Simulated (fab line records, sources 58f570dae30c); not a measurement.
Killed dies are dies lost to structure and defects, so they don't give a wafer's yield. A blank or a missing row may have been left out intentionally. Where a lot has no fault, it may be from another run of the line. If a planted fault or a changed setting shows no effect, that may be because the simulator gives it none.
Code-filled problem report in 8D (eight disciplines) form	flow berkeley cmos170	the parts of the form that need people (team, actions taken, sign-off) are left out

## 1. THE PROBLEM
run length s at UCB170_NLDD_SOFTBAKE_02 reads a mean of 93.15 s on 6 wafers of 2 lots; wafers without a fault read 88.98 s with a standard deviation of 0.16. Relative to the usual mean, that is a shift of +26 standard deviations.
The step: time 60 s.
First seen on wafer L491.2, day 7 12:13, on litho track-01. The record holds 42 wafers of 14 lots with a number at this step. Rule for "out", or "out of limits": more than 4 standard deviations from the usual mean. The rest of the wafers with a number are treated as sound.

## 2. WHAT IT IS AND WHAT IT IS NOT
question	is	is not
which readings at this step	run length s	plate temp C
which lots	L491, L493	L486, L487, L488, L489, L490, L498, L499, L502, L504, L505, L507, L509
which wafers of those lots	all that have a number	-
read on which tools	litho track-01	litho track-02, litho track-03
when	from day 7 12:13	up to then (15 sound wafers); but 21 sound wafers of L498, L499, L502, L504, L505, L507, L509 came after

## 3. WHAT RULES OUT EACH SUSPECT
Counting: a tool at a process step up to the reading stays a suspect if it ran every lot that is out and no sound lot after the first of them.
- litho track-01 at UCB170_NLDD_SOFTBAKE_02 (time 60 s): ruled out as a lasting fault. After its first lot that is out, L491 (day 7 12:13), sound lots L509 ran on it.
Left after counting: nothing in the record.

## 4. THE CAUSE (what the simulator had put in)
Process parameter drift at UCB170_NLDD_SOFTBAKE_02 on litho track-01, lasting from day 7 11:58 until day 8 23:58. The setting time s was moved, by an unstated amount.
Counting ruled it out, wrongly.

## 5. SEQUENCE OF EFFECTS, ordered by route
Rows list readings where the struck wafers' mean (over those with a number) sits beyond 3 standard deviations from the usual. Scope: only readings with a usual standard deviation given in the record; hours: median across lots of the time from each lot's start at the first step in this table that gives one to its start at this step; sigmas: change in usual standard deviations.
hours	step	reading	usual	on struck wafers	change	sigmas
0	UCB170_NLDD_SOFTBAKE_02	run length s	88.98 s	93.15	+4.17	+26
Its process steps:
- UCB170_NLDD_SOFTBAKE_02: time 60 s.
Later measuring or inspecting steps at which every struck wafer that the step has a row for has a number for every such reading, and none has moved that far: UCB170_PSD_TW_MEAS_10.

## 6. HOW IT WOULD HAVE BEEN CAUGHT EARLIER
0 hours passed between the start of the fault at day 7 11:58 and the first reading out of limits in this record, taken at day 7 12:13.
